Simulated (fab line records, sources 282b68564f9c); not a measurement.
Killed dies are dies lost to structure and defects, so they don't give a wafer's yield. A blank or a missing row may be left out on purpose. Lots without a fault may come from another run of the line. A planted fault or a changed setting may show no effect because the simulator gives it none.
fab line records | flow rit_cmos | part 1 of 2: steps 1 to 35 of 48
record lots=5 wafers=15 last_day=6
route steps=202 shown ACTIVE@1 FOX1@20 FOX2@23 NWELL@28 PWELL@39
lots that met no fault: from a run of the same line without faults
start_h: hours from the record's first day to the start of the lot's first wafer shown | wait_h: hours since the lot's step before | " the same as in the row above | L1.1+2: a row that stands for several wafers | - no value, or no start given | * or withheld: withheld | < > ~ a bound
route shown NAME@n: a module of which the file shows steps, and the number in the route of the first | usual: mean/standard deviation of fault-free wafers | same: alike in all rows | chamber/n: place in a boat | sites: the reading at each site | _std_site: their standard deviation | _edge_site: outer sites' mean less inner sites' | radius_mm: how far each site lies from the wafer's centre | mask NAME#n: copy n | behind: the tool/chamber that last shaped the wafer | hold: why the lot was held/for how many hours/how that ended | device: the transistor (n, p or np) that didn't switch | end of line: the same wafers' tests at the end of the route | a step without rows: its recipe alone | killed: dies lost to structure and defects at the first sort, not the wafer's yield | map: a wafer's dies, x killed, . not, _ none there
set.NAME: the setting as run; set.NAME@STEP: as run at that earlier step | model.NAME: the simulator's own value behind a step, which no gauge read
lots at some steps of the route; a table a step, a row a wafer
services: from which hour (start_h, from the record's first day; less than 0 if before it) a tool's chamber was out of use, for how many hours, and why
## steps
# step RIT_ACTIVE_BOW_MEAS_00
# recipe mode=bow
# usual INCOMING_BOW=0/6
# columns lot.wafer tool chamber start_h wait_h INCOMING_BOW[um]
L074.1 film_metro-03 - 10.00 - 12
L074.3 " - " " 3
L074.4 " - " " -3
L076.1 film_metro-01 - 20.00 - -6
L076.2 " - " " 2
L076.4 " - " " 7
L078.1 film_metro-01 - 30.00 - -11
L078.2 " - " " -7
L078.5 " - " " -4
L088.1 film_metro-01 - 80.00 - 5
L088.2 " - " " -7
L088.5 " - " " -9
L090.2 film_metro-03 - 90.02 - -4
L090.3 " - " " -2
L090.6 " - " " -5
# step RIT_ACTIVE_OXIDATION_01
# recipe temp_c=991.7 ambient=O2 target_thk_a=468 ox_time_s=3360
# columns lot.wafer tool chamber start_h wait_h
L074.1+3+4 furnace-04 0 11.62 1.6
L076.1+2+4 furnace-01 0 20.32 0.3
L078.1+2+5 furnace-03 0 32.24 2.2
L088.1+2+5 furnace-03 0 80.84 0.8
L090.2+3+6 furnace-04 0 91.36 1.3
# step RIT_ACTIVE_THK_MEAS_02
# recipe reads=SiO2_of_ACTIVE_OXIDATION_01
# usual ACTIVE_OXIDE_THK=43.1/0.78
# columns lot.wafer tool chamber start_h wait_h ACTIVE_OXIDE_THK[nm]
L074.1 film_metro-02 - 13.55 0.0 43.4
L074.3 " - " " 43.4
L074.4 " - " " 43.7
L076.1 film_metro-02 - 22.25 0.0 43.5
L076.2 " - " " 43.5
L076.4 " - " " 43.6
L078.1 film_metro-01 - 34.18 0.0 41.8
L078.2 " - " " 42.3
L078.5 " - " " 42.8
L088.1 film_metro-01 - 82.77 0.0 42.6
L088.2 " - " " 42.1
L088.5 " - " " 42.3
L090.2 film_metro-02 - 93.31 0.0 41.3
L090.3 " - " " 42.5
L090.6 " - " " 41.7
# step RIT_ACTIVE_CVD_03
# recipe material=Si3N4 target_thk_nm=150 temp_c=810 precursor=SiH2Cl2/NH3 time_s=1500 pressure_mtorr=300 sih2cl2_flow_sccm=60 nh3_flow_sccm=150
# usual susceptor_temp_C=810.0/0.36
# columns lot.wafer tool chamber start_h wait_h susceptor_temp_C
L074.1 lpcvd-02 0 13.61 0.1 810.3
L074.3 " 0 " " 810.6
L074.4 " 0 " " 810.0
L076.1 lpcvd-02 0 22.31 0.1 810.3
L076.2 " 0 " " 810.3
L076.4 " 0 " " 809.8
L078.1 lpcvd-02 1 34.24 0.1 810.1
L078.2 " 1 " " 809.6
L078.5 " 1 " " 810.1
L088.1 lpcvd-01 0 83.08 0.3 809.7
L088.2 " 0 " " 810.3
L088.5 " 0 " " 810.2
L090.2 lpcvd-01 1 93.36 0.0 810.3
L090.3 " 1 " " 810.7
L090.6 " 1 " " 809.9
# step RIT_ACTIVE_THK_MEAS_04
# recipe reads=Si3N4_of_ACTIVE_CVD_03
# usual ACTIVE_NITRIDE_THK=150.2/1.2
# columns lot.wafer tool chamber start_h wait_h ACTIVE_NITRIDE_THK[nm]
L074.1 film_metro-03 - 15.03 0.0 150.4
L074.3 " - " " 149.7
L074.4 " - " " 149.6
L076.1 film_metro-03 - 23.73 0.0 148.2
L076.2 " - " " 149.0
L076.4 " - " " 148.3
L078.1 film_metro-03 - 35.65 0.0 151.8
L078.2 " - " " 152.1
L078.5 " - " " 151.8
L088.1 film_metro-03 - 85.21 0.0 149.8
L088.2 " - " " 150.0
L088.5 " - " " 149.1
L090.2 film_metro-02 - 95.49 0.0 148.2
L090.3 " - " " 147.6
L090.6 " - " " 149.4
# step RIT_ACTIVE_HMDS_05
# recipe prime_time_s=60 prime_temp_c=140
# columns lot.wafer tool chamber start_h wait_h
L074.1+3+4 litho_track-03 0 15.09 0.1
L076.1+2+4 litho_track-03 0 23.79 0.1
L078.1+2+5 litho_track-02 0 35.71 0.1
L088.1+2+5 litho_track-04 0 85.27 0.1
L090.2+3+6 litho_track-03 0 95.57 0.1
# step RIT_ACTIVE_COAT_06
# recipe resist=NOVOLAK spin_rpm=3250 resist_thk_nm=1000
# columns lot.wafer tool chamber start_h wait_h
L074.1+3+4 litho_track-03 0 15.24 0.1
L076.1+2+4 litho_track-03 0 23.94 0.1
L078.1+2+5 litho_track-02 0 35.86 0.1
L088.1+2+5 litho_track-04 0 85.42 0.1
L090.2+3+6 litho_track-03 0 95.72 0.1
# step RIT_ACTIVE_SOFTBAKE_07
# recipe resist=NOVOLAK temp_c=90 time_s=60
# columns lot.wafer tool chamber start_h wait_h
L074.1+3+4 litho_track-03 0 15.39 0.1
L076.1+2+4 litho_track-03 0 24.09 0.1
L078.1+2+5 litho_track-02 0 36.01 0.1
L088.1+2+5 litho_track-04 0 85.57 0.1
L090.2+3+6 litho_track-03 0 95.87 0.1
# step RIT_ACTIVE_EXPOSE_08
# recipe mask_id=M1 na=0.6 source_shape=conventional sigma_outer=0.6 target_cd_nm=1400 dose_mj=225
# usual stage_vel_mm_s=500.00/0.25
# columns lot.wafer tool chamber start_h wait_h mask stage_vel_mm_s
L074.1 iline_stepper-01 0 15.56 0.1 M1#0 499.95
L074.3 " 0 " " M1#0 500.43
L074.4 " 0 " " M1#0 499.82
L076.1 iline_stepper-01 0 24.36 0.2 M1#0 499.57
L076.2 " 0 " " M1#0 499.99
L076.4 " 0 " " M1#0 500.08
L078.1 iline_stepper-01 0 36.39 0.4 M1#0 499.56
L078.2 " 0 " " M1#0 499.83
L078.5 " 0 " " M1#0 499.98
L088.1 iline_stepper-02 0 85.72 0.1 M1#0 499.90
L088.2 " 0 " " M1#0 500.28
L088.5 " 0 " " M1#0 500.32
L090.2 iline_stepper-01 0 96.14 0.2 M1#0 500.36
L090.3 " 0 " " M1#0 500.05
L090.6 " 0 " " M1#0 500.15
# step RIT_ACTIVE_PEB_09
# recipe resist=NOVOLAK temp_c=withheld time_s=withheld
# columns lot.wafer tool chamber start_h wait_h
L074.1+3+4 litho_track-02 0 15.96 0.4
L076.1+2+4 litho_track-02 0 24.66 0.3
L078.1+2+5 litho_track-04 0 36.51 0.1
L088.1+2+5 litho_track-03 0 85.83 0.1
L090.2+3+6 litho_track-03 0 96.26 0.1
# step RIT_ACTIVE_DEVELOP_10
# recipe resist=NOVOLAK develop_time_s=50 dev_temp_c=23
# same develop_time_s=50
# columns lot.wafer tool chamber start_h wait_h
L074.1+3+4 litho_track-02 0 - -
L076.1+2+4 litho_track-02 0 - -
L078.1+2+5 litho_track-04 0 - -
L088.1+2+5 litho_track-03 0 - -
L090.2+3+6 litho_track-03 0 - -
# step RIT_ACTIVE_CD_MEAS_11
# recipe target_cd_nm=1400
# usual cd_nm=1400.3/2.2
# columns lot.wafer tool chamber start_h wait_h cd_nm
L074.1 cd_sem-01 - 16.24 - 1400.1
L074.3 " - " " 1398.8
L074.4 " - " " 1400.7
L076.1 cd_sem-02 - 24.94 - 1402.9
L076.2 " - " " 1405.0
L076.4 " - " " 1405.4
L078.1 cd_sem-02 - 36.79 - 1400.0
L078.2 " - " " 1400.4
L078.5 " - " " 1400.7
L088.1 cd_sem-02 - 86.12 - 1401.5
L088.2 " - " " 1397.8
L088.5 " - " " 1400.9
L090.2 cd_sem-01 - 96.54 - 1400.0
L090.3 " - " " 1401.4
L090.6 " - " " 1401.8
# step RIT_ACTIVE_HARDBAKE_12
# recipe resist=NOVOLAK temp_c=140 time_s=60
# columns lot.wafer tool chamber start_h wait_h
L074.1+3+4 litho_track-04 0 16.36 0.1
L076.1+2+4 litho_track-03 0 25.23 0.3
L078.1+2+5 litho_track-04 0 36.91 0.1
L088.1+2+5 litho_track-02 0 86.26 0.1
L090.2+3+6 litho_track-04 0 96.66 0.1
# step RIT_ACTIVE_ETCH_13
# recipe stop_on=SiO2 chemistry=SF6 target=Si3N4 time_s=210 over_etch_frac=0.4 SF6_flow_sccm=200 pressure_mtorr=260 rf_w=125 target_depth_a=2100
# usual drypump_motor_current_A=5.7/0.3 oes_product_au=0.818/0.012 throttle_valve_pct=7.48/0.11
# columns lot.wafer tool chamber start_h wait_h drypump_motor_current_A oes_product_au rf_hours_counter_h throttle_valve_pct
L074.1 rie_diel-04 0 16.51 0.1 6.1 0.812 33 7.56
L074.3 " 1 " " 5.2 0.806 49 7.50
L074.4 " 1 " " 5.2 0.816 - 7.50
L076.1 rie_diel-01 0 25.38 0.1 6.2 0.831 91 7.68
L076.2 " 2 " " 5.5 0.810 12 7.35
L076.4 " 0 " " 6.2 0.823 - 7.67
L078.1 rie_diel-04 3 37.06 0.1 5.5 0.816 95 7.51
L078.2 " 1 " " 5.2 0.818 50 7.51
L078.5 " 2 " " 5.2 0.823 - 7.44
L088.1 rie_diel-04 2 86.41 0.1 5.2 0.817 134 7.48
L088.2 " 1 " " 5.2 0.799 51 7.52
L088.5 " 2 " " 5.2 0.810 - 7.48
L090.2 rie_diel-04 0 96.79 0.1 6.1 0.804 34 7.56
L090.3 " 2 " " 5.2 0.818 134 7.47
L090.6 " 0 " " 6.1 0.807 - 7.56
# step RIT_ACTIVE_STRIP_14
# recipe chemistry=O2 time_s=180 resist=NOVOLAK platen_temp_c=withheld power_w=500 pressure_mtorr=4145 o2_flow_sccm=4000
# usual drypump_motor_current_A=5.8/0.54
# columns lot.wafer tool chamber start_h wait_h drypump_motor_current_A rf_hours_counter_h
L074.1 plasma_asher-02 1 16.64 0.1 6.1 34
L074.3 " 1 " " 6.2 -
L074.4 " 0 " " 6.1 -
L076.1 plasma_asher-02 1 25.51 0.1 6.2 35
L076.2 " 0 " " 6.1 35
L076.4 " 0 " " 6.1 -
L078.1 plasma_asher-01 0 37.19 0.1 5.1 40
L078.2 " 1 " " 6.4 40
L078.5 " 0 " " 5.1 -
L088.1 plasma_asher-04 0 86.55 0.1 5.1 46
L088.2 " 1 " " 6.2 46
L088.5 " 1 " " 6.2 -
L090.2 plasma_asher-01 0 96.92 0.1 5.0 45
L090.3 " 1 " " 6.4 -
L090.6 " 1 " " 6.4 -
# step RIT_ACTIVE_CD_MEAS_90
# recipe target_cd_nm=1400
# usual cd_nm=1400.3/2.2
# columns lot.wafer tool chamber start_h wait_h cd_nm
L074.1 cd_sem-02 - 16.82 0.1 1399.7
L074.3 " - " " 1398.6
L074.4 " - " " 1400.8
L076.1 cd_sem-02 - 25.69 0.1 1402.2
L076.2 " - " " 1404.5
L076.4 " - " " 1406.1
L078.1 cd_sem-01 - 37.37 0.1 1400.2
L078.2 " - " " 1400.7
L078.5 " - " " 1400.2
L088.1 cd_sem-02 - 86.72 0.1 1401.1
L088.2 " - " " 1397.9
L088.5 " - " " 1400.2
L090.2 cd_sem-01 - 97.12 0.1 1399.7
L090.3 " - " " 1401.0
L090.6 " - " " 1402.0
# step RIT_ACTIVE_CLEAN_15
# recipe chemistry=SC1 mix=3:3:50 time_s=600 temp_c=75
# columns lot.wafer tool chamber start_h wait_h
L074.1+3+4 wet_bench-03 3 16.94 0.1
L076.1+2+4 wet_bench-03 3 25.81 0.1
L078.1+2+5 wet_bench-01 1 37.49 0.1
L088.1+2+5 wet_bench-01 1 86.84 0.1
L090.2+3+6 wet_bench-03 1 97.22 0.1
# step RIT_ACTIVE_CLEAN_16
# recipe chemistry=dHF dilution=50:1 time_s=30
# columns lot.wafer tool chamber start_h wait_h
L074.1+3+4 wet_bench-03 3 17.11 0.0
L076.1+2+4 wet_bench-04 2 25.98 0.0
L078.1+2+5 wet_bench-03 3 37.66 0.0
L088.1+2+5 wet_bench-03 1 87.02 0.0
L090.2+3+6 wet_bench-04 3 97.39 0.0
# step RIT_ACTIVE_CLEAN_17
# recipe chemistry=SC2 mix=3:3:50 time_s=600 temp_c=75 dry=n2_spin
# columns lot.wafer tool chamber start_h wait_h
L074.1+3+4 wet_bench-03 0 17.13 0.0
L076.1+2+4 wet_bench-01 2 26.00 0.0
L078.1+2+5 wet_bench-04 2 37.68 0.0
L088.1+2+5 wet_bench-04 3 87.04 0.0
L090.2+3+6 wet_bench-01 2 97.41 0.0
# step RIT_FOX1_OXIDATION_00
# recipe temp_c=1100 ambient=H2O target_thk_a=3507 p_h2o_torr=720 ox_time_s=1130
# columns lot.wafer tool chamber start_h wait_h
L074.1+3+4 furnace-01 0 17.82 0.5
L076.1+2+4 furnace-03 0 28.10 1.9
L078.1+2+5 furnace-01 0 39.02 1.2
L088.1+2+5 furnace-04 0 88.98 1.8
L090.2+3+6 furnace-01 0 97.58 0.0
# step RIT_FOX1_THK_MEAS_01
# recipe reads=SiO2_of_FOX1_OXIDATION_00
# usual FOX1_OXIDE_THK=351/7.7
# columns lot.wafer tool chamber start_h wait_h FOX1_OXIDE_THK[nm]
L074.1 film_metro-02 - 19.14 0.0 339
L074.3 " - " " 342
L074.4 " - " " 342
L076.1 film_metro-03 - 29.42 0.0 340
L076.2 " - " " 341
L076.4 " - " " 343
L078.1 film_metro-03 - 40.33 0.0 344
L078.2 " - " " 340
L078.5 " - " " 348
L088.1 film_metro-03 - 90.29 0.0 344
L088.2 " - " " 346
L088.5 " - " " 347
L090.2 film_metro-02 - 98.91 0.0 346
L090.3 " - " " 350
L090.6 " - " " 352
# step RIT_FOX1_WET_ETCH_02
# recipe chemistry=BOE target_depth_nm=350 time_s=390 temp_c=21.5 dry=n2_spin dilution=10:1 target=SiO2
# columns lot.wafer tool chamber start_h wait_h
L074.1+3+4 wet_bench-04 3 19.20 0.1
L076.1+2+4 wet_bench-04 2 29.48 0.1
L078.1+2+5 wet_bench-04 1 40.39 0.1
L088.1+2+5 wet_bench-02 3 90.35 0.1
L090.2+3+6 wet_bench-02 1 98.96 0.0
# step RIT_FOX2_OXIDATION_00
# recipe temp_c=1100 ambient=H2O target_thk_a=3507 p_h2o_torr=720 ox_time_s=1130
# columns lot.wafer tool chamber start_h wait_h
L074.1+3+4 furnace-03 0 20.06 0.7
L076.1+2+4 furnace-04 0 29.60 0.0
L078.1+2+5 furnace-01 0 42.88 2.4
L088.1+2+5 furnace-03 0 92.52 2.1
L090.2+3+6 furnace-03 0 100.57 1.5
# step RIT_FOX2_THK_MEAS_01
# recipe reads=SiO2_of_FOX2_OXIDATION_00
# usual FOX2_OXIDE_THK=353/6.1
# columns lot.wafer tool chamber start_h wait_h FOX2_OXIDE_THK[nm]
L074.1 film_metro-03 - 21.37 0.0 350
L074.3 " - " " 348
L074.4 " - " " 343
L076.1 film_metro-01 - 30.92 0.0 361
L076.2 " - " " 358
L076.4 " - " " 351
L078.1 film_metro-01 - 44.20 0.0 357
L078.2 " - " " 355
L078.5 " - " " 351
L088.1 film_metro-03 - 93.83 0.0 350
L088.2 " - " " 348
L088.5 " - " " 349
L090.2 film_metro-04 - 101.89 0.0 354
L090.3 " - " " 352
L090.6 " - " " 355
# step RIT_FOX2_CLEAN_02
# recipe chemistry=dHF dilution=50:1 time_s=180
# columns lot.wafer tool chamber start_h wait_h
L074.1+3+4 wet_bench-02 3 21.43 0.1
L076.1+2+4 wet_bench-02 2 30.98 0.1
L078.1+2+5 wet_bench-04 1 44.26 0.1
L088.1+2+5 wet_bench-04 3 93.89 0.1
L090.2+3+6 wet_bench-01 2 101.94 0.0
# step RIT_FOX2_WET_ETCH_03
# recipe chemistry=H3PO4 target=Si3N4 target_depth_nm=195 temp_c=165 time_s=2700
# columns lot.wafer tool chamber start_h wait_h
L074.1+3+4 wet_bench-04 1 21.49 0.0
L076.1+2+4 wet_bench-01 1 31.04 0.0
L078.1+2+5 wet_bench-01 2 44.32 0.0
L088.1+2+5 wet_bench-01 2 93.95 0.0
L090.2+3+6 wet_bench-02 0 102.00 0.0
# step RIT_FOX2_THK_MEAS_90
# recipe reads=SiO2_of_FOX2_OXIDATION_00
# usual FIELD_OXIDE_LEFT_1_THK=326/6.2
# columns lot.wafer tool chamber start_h wait_h FIELD_OXIDE_LEFT_1_THK[nm]
L074.1 film_metro-04 - 22.32 0.0 322
L074.3 " - " " 319
L074.4 " - " " 316
L076.1 film_metro-03 - 31.79 0.0 334
L076.2 " - " " 331
L076.4 " - " " 323
L078.1 film_metro-03 - 45.08 0.0 330
L078.2 " - " " 328
L078.5 " - " " 324
L088.1 film_metro-03 - 94.71 0.0 322
L088.2 " - " " 321
L088.5 " - " " 322
L090.2 film_metro-04 - 102.84 0.0 327
L090.3 " - " " 326
L090.6 " - " " 328
# step RIT_NWELL_HMDS_00
# recipe prime_time_s=60 prime_temp_c=140
# columns lot.wafer tool chamber start_h wait_h
L074.1+3+4 litho_track-02 0 22.47 0.1
L076.1+2+4 litho_track-04 0 31.88 0.1
L078.1+2+5 litho_track-04 0 45.14 0.1
L088.1+2+5 litho_track-01 0 94.77 0.1
L090.2+3+6 litho_track-04 0 102.91 0.1
# step RIT_NWELL_COAT_01
# recipe resist=NOVOLAK spin_rpm=1951 resist_thk_nm=1300
# columns lot.wafer tool chamber start_h wait_h
L074.1+3+4 litho_track-02 0 22.62 0.1
L076.1+2+4 litho_track-04 0 32.03 0.1
L078.1+2+5 litho_track-04 0 45.29 0.1
L088.1+2+5 litho_track-01 0 94.92 0.1
L090.2+3+6 litho_track-04 0 103.06 0.1
# step RIT_NWELL_SOFTBAKE_02
# recipe resist=NOVOLAK temp_c=90 time_s=60
# columns lot.wafer tool chamber start_h wait_h
L074.1+3+4 litho_track-02 0 22.77 0.1
L076.1+2+4 litho_track-04 0 32.18 0.1
L078.1+2+5 litho_track-04 0 45.44 0.1
L088.1+2+5 litho_track-01 0 95.07 0.1
L090.2+3+6 litho_track-04 0 103.21 0.1
# step RIT_NWELL_EXPOSE_03
# recipe mask_id=M2 na=0.57 target_cd_nm=43900 dose_mj=250
# usual stage_vel_mm_s=500.00/0.23
# columns lot.wafer tool chamber start_h wait_h mask stage_vel_mm_s
L074.1 iline_stepper-02 0 23.04 0.2 M2#0 500.01
L074.3 " 0 " " M2#0 500.08
L074.4 " 0 " " M2#0 500.01
L076.1 iline_stepper-01 0 32.33 0.1 M2#0 499.43
L076.2 " 0 " " M2#0 500.36
L076.4 " 0 " " M2#0 499.70
L078.1 iline_stepper-02 0 45.71 0.2 M2#0 499.83
L078.2 " 0 " " M2#0 499.79
L078.5 " 0 " " M2#0 500.05
L088.1 iline_stepper-02 0 95.35 0.2 M2#0 499.88
L088.2 " 0 " " M2#0 499.81
L088.5 " 0 " " M2#0 500.04
L090.2 iline_stepper-02 0 103.48 0.2 M2#0 500.17
L090.3 " 0 " " M2#0 500.03
L090.6 " 0 " " M2#0 499.88
# step RIT_NWELL_PEB_04
# recipe resist=NOVOLAK temp_c=withheld time_s=withheld
# columns lot.wafer tool chamber start_h wait_h
L074.1+3+4 litho_track-02 0 23.16 0.1
L076.1+2+4 litho_track-04 0 32.45 0.1
L078.1+2+5 litho_track-01 0 45.83 0.1
L088.1+2+5 litho_track-02 0 95.46 0.1
L090.2+3+6 litho_track-02 0 103.60 0.1
# step RIT_NWELL_DEVELOP_05
# recipe resist=NOVOLAK develop_time_s=68 dev_temp_c=23
# same develop_time_s=68
# columns lot.wafer tool chamber start_h wait_h
L074.1+3+4 litho_track-02 0 - -
L076.1+2+4 litho_track-04 0 - -
L078.1+2+5 litho_track-01 0 - -
L088.1+2+5 litho_track-02 0 - -
L090.2+3+6 litho_track-02 0 - -
# step RIT_NWELL_OVL_MEAS_06
# usual NWELL_OVL=-0.5/1.2
# columns lot.wafer tool chamber start_h wait_h NWELL_OVL[nm]
L074.1 overlay-02 - 23.47 - -0.4
L074.3 " - " " -1.9
L074.4 " - " " -0.1
L076.1 overlay-02 - 32.76 - -1.0
L076.2 " - " " -0.1
L076.4 " - " " -0.6
L078.1 overlay-02 - 46.14 - -0.3
L078.2 " - " " 0.2
L078.5 " - " " -1.7
L088.1 overlay-02 - 95.78 - 0.3
L088.2 " - " " 1.1
L088.5 " - " " 0.0
L090.2 overlay-01 - 103.90 - 0.1
L090.3 " - " " 0.0
L090.6 " - " " -0.9
# step RIT_NWELL_HARDBAKE_07
# recipe resist=NOVOLAK temp_c=140 time_s=120
# columns lot.wafer tool chamber start_h wait_h
L074.1+3+4 litho_track-02 0 23.51 0.0
L076.1+2+4 litho_track-02 0 32.79 0.0
L078.1+2+5 litho_track-02 0 46.18 0.0
L088.1+2+5 litho_track-01 0 95.81 0.0
L090.2+3+6 litho_track-02 0 103.97 0.1
